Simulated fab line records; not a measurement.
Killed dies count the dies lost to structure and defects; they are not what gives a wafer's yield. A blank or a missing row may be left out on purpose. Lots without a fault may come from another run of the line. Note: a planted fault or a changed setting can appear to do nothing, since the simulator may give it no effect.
Matching of chambers	flow berkeleyCmos170	rieDiel-04 running UCB170_CONTACT_ETCH_17: 4 sister chambers
The step etches BARC in N2/H2. 14 wafers are shown with their chamber, then 7 later ones without.

WAFERS PAIRED WITH THEIR CHAMBERS
wafer	chamber	throttleValvePct (%)	drypumpMotorCurrentA (A)	oesProductAu (a.u.)
L142.2	3	13.56	5.82	1.010
L142.3	0	13.15	5.55	0.985
L142.6	1	13.19	5.97	1.007
L145.2	1	13.20	5.99	1.017
L145.5	3	13.56	5.83	1.001
L145.6	2	13.34	6.39	0.970
L150.2	0	13.15	5.57	0.996
L150.3	1	13.20	5.97	1.026
L150.6	1	13.20	5.97	1.013
L151.3	3	13.55	5.84	1.006
L151.4	1	13.19	5.96	1.021
L151.5	1	13.19	5.95	1.015
L154.1	1	13.21	5.95	1.023
L154.2	2	13.34	6.42	0.972

SIGNATURES, as means of the wafers listed above
reading	chamber 0	chamber 1	chamber 2	chamber 3	scatter within a chamber
throttleValvePct	13.1500	13.1971	13.3400	13.5567	0.0064
drypumpMotorCurrentA	5.5600	5.9657	6.4050	5.8300	0.0142
oesProductAu	0.99050	1.01743	0.97100	1.00567	0.00596
Rule: a wafer lies at a distance from a chamber equal to the root of the sum of squares, over the readings, of (its reading less the chamber's mean, divided by the reading's scatter). The wafer belongs to the nearest chamber; if the next one is less than 2 further off, it can't be placed. The scatter: take each reading less its chamber's mean, square it, sum over the shown wafers, divide by the number of wafers less the number of chambers, and take the root.

WAFERS MISSING THEIR CHAMBER
wafer	throttleValvePct (%)	drypumpMotorCurrentA (A)	oesProductAu (a.u.)
L154.3	13.16	5.53	0.984
L153.1	13.18	5.95	1.020
L153.2	13.55	5.82	1.012
L153.6	13.55	5.85	0.998
L165.1	13.34	6.34	0.981
L165.2	13.20	5.97	1.014
L165.6	13.19	5.96	1.009

CHAMBER TAKEN BY EACH
wafer	from the rows above	in truth
L154.3	0	0
L153.1	1	1
L153.2	3	3
L153.6	3	3
L165.1	2	2
L165.2	1	1
L165.6	1	1
Correctly placed: 7 of 7. From these rows, 0 cannot be placed. Wrongly placed: 0.
